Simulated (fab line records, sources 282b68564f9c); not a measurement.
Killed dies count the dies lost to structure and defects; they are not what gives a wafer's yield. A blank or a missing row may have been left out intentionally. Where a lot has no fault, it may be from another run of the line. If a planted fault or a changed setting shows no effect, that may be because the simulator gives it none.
Comparing a struck lot with a sound one ; flow rit_cmos ; 21 steps out of a route of 202
Sound: the wafers L820.3, L820.5, L820.6. The struck wafers were L838.2, L838.3, L838.5. At the end, the cause is stated.
Order at every step that has rows: each side's tool, ch and its chambers, its first start. Under that, the readings that differ: sound wafers ; struck wafers ; difference of the means ; sigmas: that difference in standard deviations of wafers without a fault.
alike: readings with means less than 2 such deviations apart, plus words and numbers identical on both sides. not compared: withheld readings, readings lacking a value on some wafer, bounds such as >300 that could conceal the same value, and numbers that have no deviation in the record and whose values overlap.
A row with sigmas, a row that says differs or no value, or rows on one side alone: a step with any of these is where the two part. Numbers that don't overlap but have no deviation are shown without sigmas and don't part them. Lack of a reading on every wafer of one side parts them only where that side has two or more wafers.

first, 6 steps without rows for these wafers: RIT_NSD_HMDS_00 (prime time 60 s); RIT_NSD_COAT_01 (resist thk 1000 nm); RIT_NSD_SOFTBAKE_02 (time 60 s); RIT_NSD_EXPOSE_03 (exposes mask M9, target cd 40700 nm); RIT_NSD_PEB_04; RIT_NSD_DEVELOP_05 (develop time 50 s).
RIT_NSD_OVL_MEAS_06:
  sound: overlay-02 at day 3 11:31; struck: overlay-01 at day 7 02:29
  alike: NSD_OVL
then, 2 steps without rows for these wafers: RIT_NSD_HARDBAKE_07 (time 60 s); RIT_NSD_IMPLANT_08.
RIT_NSD_STRIP_09: strips in O2, time 180 s.
  sound on plasma_asher-01 ch 0,1, day 3 11:54; struck on plasma_asher-03 ch 0,1, day 7 02:49
  alike: drypump_motor_current_A
  not compared: rf_hours_counter_h
RIT_NSD_TW_MEAS_10:
  sound: film_metro-02 at day 3 12:02; struck: film_metro-01 at day 7 03:00
  alike: NSD_TW
then, 1 step without rows for these wafers: RIT_PSD_HMDS_00 (prime time 60 s).
RIT_PSD_COAT_01: resist thk 1000 nm.
  sound on litho_track-04 ch 0, day 3 12:17; struck on litho_track-03 ch 0, day 7 03:13
reading;sound;struck;difference;sigmas
model.NOVOLAK_of_PSD_COAT_01.thk_nm (nm);995.8 994 999.3;745.5 747.6 747;-249.7;
then, 4 steps without rows for these wafers: RIT_PSD_SOFTBAKE_02 (time 60 s); RIT_PSD_EXPOSE_03 (exposes mask M10, target cd 40900 nm); RIT_PSD_PEB_04; RIT_PSD_DEVELOP_05 (develop time 50 s).
RIT_PSD_OVL_MEAS_06:
  sound: overlay-02 at day 3 13:04; struck: overlay-02 at day 7 04:02
  alike: PSD_OVL
RIT_PSD_HARDBAKE_07: time 60 s.
  sound on litho_track-04 ch 0, day 3 13:08; struck on litho_track-03 ch 0, day 7 04:05
reading;sound;struck;difference;sigmas
model.NOVOLAK_of_PSD_COAT_01.thk_nm (nm);880.1 878.5 883.2;660.9 662.8 662.2;-218.6;
following that, these wafers have no rows for 1 step: RIT_PSD_IMPLANT_08.
RIT_M1_PROBE_99:
  sound: prober-01 at day 3 21:54; struck: prober-02 at day 7 12:29
reading;sound;struck;difference;sigmas
killed_at_contacts;0 0 0;1 0 1;+1;+2
killed_open;0 2 6;8 9 6;+5;+2
  alike: killed_at_front_end, killed_dies, killed_short

WHERE THEY PART
At RIT_M1_PROBE_99 and nowhere else, as far as this record goes.

WHY: what the simulator had put in
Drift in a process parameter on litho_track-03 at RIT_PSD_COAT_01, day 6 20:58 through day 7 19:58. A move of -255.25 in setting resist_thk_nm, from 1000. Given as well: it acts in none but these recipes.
